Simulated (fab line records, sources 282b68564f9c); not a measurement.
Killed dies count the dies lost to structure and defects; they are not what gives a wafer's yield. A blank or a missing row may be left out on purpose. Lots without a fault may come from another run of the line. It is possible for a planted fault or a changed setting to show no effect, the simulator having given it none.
fab line records | flow ritCmos
record lots=5 | wafers=15 | lastDay=7
route steps=202 shown NRETRO@55 PRETRO@64 M1@202
lots untouched by any fault: they come from a run of this same line in which no faults occurred
startH: start of the lot's first displayed wafer, in hours after the record's first day | waitH: hours elapsed since this lot's preceding step | " unchanged from the row above | L1.1+2: a row that stands for several wafers | - no value, or no start given | * or withheld: withheld | < > ~ a bound
route shown NAME@n: a module of which the file shows steps, and the number in the route of the first | usual: mean and standard deviation over wafers with no fault | same: alike in all rows | chamber/n: place in a boat | sites: each site's reading | _std_site: the standard deviation of these | _edge_site: outer sites' mean less inner sites' | radiusMm: how far each site lies from the wafer's centre | mask NAME#n: copy n | behind: the tool/chamber that last shaped the wafer | hold: why the lot was held/for how many hours/how that ended | device: the transistor (n, p or np) that didn't switch | end of line: the route-end tests of the same wafers | a step with no rows: only its recipe | killed: count of dies lost to structure and defects at first sort (not the wafer's yield) | map: a wafer's dies, x killed, . not, _ none there
set.NAME: setting as actually run; set.NAME@STEP: the setting as run at that earlier step | model.NAME: the simulator's own value behind a step, which no gauge read
lots at selected steps of the route; one table per step, one row per wafer
services: the hour from which a tool's chamber was out of use, counted from the record's first day as startH (under 0 if before that day), plus the number of hours and why
## steps
# step RIT_NRETRO_SOFTBAKE_02
# recipe resist=NOVOLAK | tempC=90 | timeS=60
# step RIT_NRETRO_EXPOSE_03
# recipe maskId=M4 | na=0.57 | targetCdNm=43900 | doseMj=250
# step RIT_NRETRO_PEB_04
# recipe resist=NOVOLAK | tempC=withheld | timeS=withheld
# step RIT_NRETRO_DEVELOP_05
# recipe resist=NOVOLAK | developTimeS=68 | devTempC=23
# step RIT_NRETRO_OVL_MEAS_06
# usual NRETRO_OVL=-0.7/1.4
lot.wafer | tool       | chamber | startH | waitH | NRETRO_OVL[nm]
L625.2    | overlay-02 | -       | 34.81  | -     | 0.4
L625.3    | "          | -       | "      | "     | 0.6
L625.6    | "          | -       | "      | "     | 0.5
L631.3    | overlay-02 | -       | 65.36  | -     | -1.0
L631.4    | "          | -       | "      | "     | -0.9
L631.6    | "          | -       | "      | "     | -0.6
L633.1    | overlay-01 | -       | 75.59  | -     | 0.5
L633.3    | "          | -       | "      | "     | -0.7
L633.4    | "          | -       | "      | "     | -1.6
L640.2    | overlay-01 | -       | 111.14 | -     | 0.7
L640.3    | "          | -       | "      | "     | 0.4
L640.6    | "          | -       | "      | "     | 0.9
L645.1    | overlay-01 | -       | 137.65 | -     | -2.7
L645.4    | "          | -       | "      | "     | -1.2
L645.5    | "          | -       | "      | "     | 1.6
# step RIT_NRETRO_HARDBAKE_07
# recipe resist=NOVOLAK | tempC=140 | timeS=120
# step RIT_NRETRO_IMPLANT_08
# recipe species=P | energyKev=70 | doseCm2=1e+13 | tiltDeg=6.663
# step RIT_NRETRO_STRIP_09
# recipe chemistry=O2 | timeS=180 | resist=NOVOLAK | platenTempC=withheld | powerW=500 | pressureMtorr=4000 | o2FlowSccm=4000
# usual drypumpMotorCurrentA=5.6/0.52
lot.wafer | tool           | chamber | startH | waitH | drypumpMotorCurrentA | rfHoursCounterH
L625.2    | plasmaAsher-04 | 1       | 35.24  | 0.1   | 5.4                  | 40
L625.3    | "              | 0       | "      | "     | 4.8                  | -
L625.6    | "              | 1       | "      | "     | 5.4                  | -
L631.3    | plasmaAsher-04 | 0       | 65.84  | 0.1   | 4.8                  | -
L631.4    | "              | 1       | "      | "     | 5.4                  | -
L631.6    | "              | 0       | "      | "     | 4.8                  | -
L633.1    | plasmaAsher-03 | 1       | 76.03  | 0.1   | 6.2                  | 30
L633.3    | "              | 0       | "      | "     | 5.9                  | -
L633.4    | "              | 1       | "      | "     | 6.2                  | -
L640.2    | plasmaAsher-03 | 0       | 111.57 | 0.1   | 5.9                  | 33
L640.3    | "              | 1       | "      | "     | 6.2                  | -
L640.6    | "              | 0       | "      | "     | 5.9                  | -
L645.1    | plasmaAsher-03 | 1       | 138.09 | 0.1   | 6.1                  | 36
L645.4    | "              | 0       | "      | "     | 5.9                  | -
L645.5    | "              | 0       | "      | "     | 5.9                  | -
# step RIT_NRETRO_TW_MEAS_10
# usual NRETRO_TW=1062/11
lot.wafer | tool         | chamber | startH | waitH | NRETRO_TW
L625.2    | filmMetro-01 | -       | 35.42  | 0.1   | 1060
L625.3    | "            | -       | "      | "     | 1061
L625.6    | "            | -       | "      | "     | 1055
L631.3    | filmMetro-04 | -       | 65.98  | 0.1   | 1083
L631.4    | "            | -       | "      | "     | 1077
L631.6    | "            | -       | "      | "     | 1078
L633.1    | filmMetro-02 | -       | 76.21  | 0.1   | 1052
L633.3    | "            | -       | "      | "     | 1047
L633.4    | "            | -       | "      | "     | 1057
L640.2    | filmMetro-01 | -       | 111.76 | 0.1   | 1067
L640.3    | "            | -       | "      | "     | 1061
L640.6    | "            | -       | "      | "     | 1069
L645.1    | filmMetro-01 | -       | 138.26 | 0.1   | 1062
L645.4    | "            | -       | "      | "     | 1069
L645.5    | "            | -       | "      | "     | 1065
# step RIT_PRETRO_HMDS_00
# recipe primeTimeS=60 | primeTempC=140
# step RIT_PRETRO_COAT_01
# recipe resist=NOVOLAK | spinRpm=2000 | resistThkNm=1300
# step RIT_PRETRO_SOFTBAKE_02
# recipe resist=NOVOLAK | tempC=90 | timeS=60
# step RIT_PRETRO_EXPOSE_03
# recipe maskId=M5 | na=0.57 | targetCdNm=43700 | doseMj=250
# usual focusOffsetNm=-0.1/0.53
lot.wafer | tool            | chamber | startH | waitH | mask    | focusOffsetNm
L625.2    | ilineStepper-02 | 0       | 36.07  | 0.2   | M5#0    | -0.2
L625.3    | "               | 0       | "      | "     | M5#0    | -0.8
L625.6    | "               | 0       | "      | "     | M5#0    | -0.3
L631.3    | ilineStepper-01 | 0       | 66.63  | 0.2   | M5#0    | -0.5
L631.4    | "               | 0       | "      | "     | M5#0    | 0.4
L631.6    | "               | 0       | "      | "     | M5#0    | 0.3
L633.1    | ilineStepper-01 | 0       | 76.84  | 0.2   | M5_R1#0 | 0.4
L633.3    | "               | 0       | "      | "     | M5_R1#0 | -0.8
L633.4    | "               | 0       | "      | "     | M5_R1#0 | 0.2
L640.2    | ilineStepper-02 | 0       | 112.28 | 0.1   | M5#0    | 0.6
L640.3    | "               | 0       | "      | "     | M5#0    | 0.1
L640.6    | "               | 0       | "      | "     | M5#0    | 0.1
L645.1    | ilineStepper-01 | 0       | 138.90 | 0.2   | M5#0    | 0.2
L645.4    | "               | 0       | "      | "     | M5#0    | 0.3
L645.5    | "               | 0       | "      | "     | M5#0    | -0.4
# step RIT_PRETRO_PEB_04
# recipe resist=NOVOLAK | tempC=withheld | timeS=withheld
# step RIT_M1_PROBE_99
# usual killedAtContacts=0.1/0.31 | killedAtFrontEnd=7/3.2 | killedDies=7/3.2 | killedOpen=3.6/1.9 | killedShort=3.6/2
# same grossDies=264 | killed_at_M0_to_M3=0 | killed_at_M4_up=0 | killedAtBackSide=0 | killedAtOther=0
lot.wafer | tool      | chamber | startH | waitH | killedAtContacts | killedAtFrontEnd | killedDies | killedOpen | killedShort | model.etest.retroEdgeNmos.offLog10AUm
L625.2    | prober-01 | -       | 64.11  | 0.1   | 1                | 3                | 4          | 2          | 2           | -9.424
L625.3    | prober-01 | -       | 64.16  | 0.2   | 0                | 4                | 4          | 1          | 3           | -9.75
L625.6    | prober-01 | -       | 64.31  | 0.2   | 1                | 4                | 5          | 1          | 4           | -9.486
L631.3    | prober-01 | -       | 94.89  | 0.2   | 0                | 5                | 5          | 3          | 2           | -9.951
L631.4    | prober-01 | -       | 94.94  | 0.2   | 0                | 5                | 5          | 0          | 5           | -10.35
L631.6    | prober-01 | -       | 95.04  | 0.2   | 0                | 6                | 6          | 5          | 1           | -9.947
L633.1    | prober-02 | -       | 102.77 | 0.1   | 0                | 4                | 4          | 1          | 3           | -8.214
L633.3    | prober-02 | -       | 102.87 | 0.2   | 0                | 3                | 3          | 3          | 0           | -8.671
L633.4    | prober-02 | -       | 102.92 | 0.2   | 0                | 12               | 12         | 7          | 5           | -8.239
L640.2    | prober-02 | -       | 138.58 | 0.1   | 0                | 5                | 5          | 4          | 1           | -10.4
L640.3    | prober-02 | -       | 138.63 | 0.2   | 0                | 6                | 6          | 4          | 2           | -10.55
L640.6    | prober-02 | -       | 138.78 | 0.2   | 0                | 3                | 3          | 1          | 2           | -10.52
L645.1    | prober-01 | -       | 167.83 | 0.1   | 0                | 10               | 10         | 5          | 5           | -9.617
L645.4    | prober-01 | -       | 167.98 | 0.2   | 0                | 8                | 8          | 4          | 4           | -9.717
L645.5    | prober-01 | -       | 168.03 | 0.2   | 0                | 7                | 7          | 3          | 4           | -9.886
# killed by level:class
L625.2 GATE:geometricParticle:open=1 GATE:geometricParticle:short=1 SILICIDE:geometricParticle:open=1 CONTACT:geometricParticle:short=1
L625.3 GATE:geometricParticle:short=2 FOX1:geometricParticle:open=1 SILICIDE:geometricParticle:short=1
L625.6 SILICIDE:geometricParticle:short=2 GATE:geometricParticle:short=1 SPACER:geometricParticle:short=1 CONTACT:geometricParticle:open=1
L631.3 GATE:geometricParticle:open=2 FOX1:geometricParticle:short=1 FOX2:geometricParticle:short=1 SPACER:geometricParticle:open=1
L631.4 SILICIDE:geometricParticle:short=3 FOX1:geometricParticle:short=1 GATE:geometricParticle:short=1
L631.6 SILICIDE:geometricParticle:open=4 FOX1:geometricParticle:short=1 FOX1:geometricParticle:open=1
L633.1 REOX:geometricParticle:short=1 REOX:geometricParticle:open=1 SPACER:geometricParticle:short=1 SILICIDE:geometricParticle:short=1
L633.3 REOX:geometricParticle:open=2 SPACER:geometricParticle:open=1
L633.4 FOX1:geometricParticle:open=3 FOX1:geometricParticle:short=3 GATE:geometricParticle:open=2 GATE:geometricParticle:short=1 SPACER:geometricParticle:open=1 SILICIDE:geometricParticle:open=1 SILICIDE:geometricParticle:short=1
L640.2 GATE:geometricParticle:open=2 FOX1:geometricParticle:open=1 REOX:geometricParticle:open=1 SPACER:geometricParticle:short=1
L640.3 FOX1:geometricParticle:open=2 GATE:geometricParticle:short=1 SPACER:geometricParticle:open=1 SPACER:geometricParticle:short=1 SILICIDE:geometricParticle:open=1
L640.6 FOX1:geometricParticle:open=1 GATE:geometricParticle:short=1 SPACER:geometricParticle:short=1
L645.1 GATE:geometricParticle:short=2 REOX:geometricParticle:open=2 SILICIDE:geometricParticle:short=2 FOX1:geometricParticle:open=1 FOX2:geometricParticle:short=1 GATE:geometricParticle:open=1 SILICIDE:geometricParticle:open=1
L645.4 SILICIDE:geometricParticle:short=2 FOX1:geometricParticle:open=1 FOX1:geometricParticle:short=1 FOX2:geometricParticle:open=1 GATE:geometricParticle:short=1 GATE:geometricParticle:open=1 REOX:geometricParticle:open=1
L645.5 FOX1:geometricParticle:short=3 FOX1:geometricParticle:open=1 GATE:geometricParticle:open=1 REOX:geometricParticle:open=1 SILICIDE:geometricParticle:short=1
## services
tool            | chamber | startH | hours | kind
ilineStepper-02 | -       | 49.76  | 1.7   | pm
plasmaAsher-04  | -       | 93.70  | 0.7   | repair
plasmaAsher-04  | -       | 108.75 | 9.0   | pm
plasmaAsher-04  | 0       | 108.75 | 9.0   | ventCycle
plasmaAsher-04  | 1       | 108.75 | 9.0   | ventCycle
plasmaAsher-04  | -       | 117.75 | 2.8   | pm
plasmaAsher-04  | 0       | 117.75 | -     | clean
plasmaAsher-04  | 1       | 117.75 | -     | clean
ilineStepper-01 | 0       | 138.01 | -     | calibration
## key
firstSign step=RIT_PRETRO_EXPOSE_03 | reading=mask | direction=changed
effect none on later readings
modelEffect step=RIT_M1_PROBE_99 | value=etest.retroEdgeNmos.offLog10AUm | without=-10.5 | struck=-8.375
metAt RIT_PRETRO_EXPOSE_03
struckWafers L633.1,L633.3,L633.4
testerLeftOut L633
onsetBetween 66.63 76.84
fault kind=wrongMask | tool=any | chamber=- | onsetH=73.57 | steps=RIT_PRETRO_EXPOSE_03 | auxCopy=M5_R1#0 | cdOffsetNm=-350 | scope=struckLotsOnly
# testerLeftOut: of these lots the tester's yield and bins aren't shown, on N5 and GAA mostly nor the transistor test; their killed dies are dies lost to structure and defects alone, not to doping, threshold or leakage, so they don't give the yield
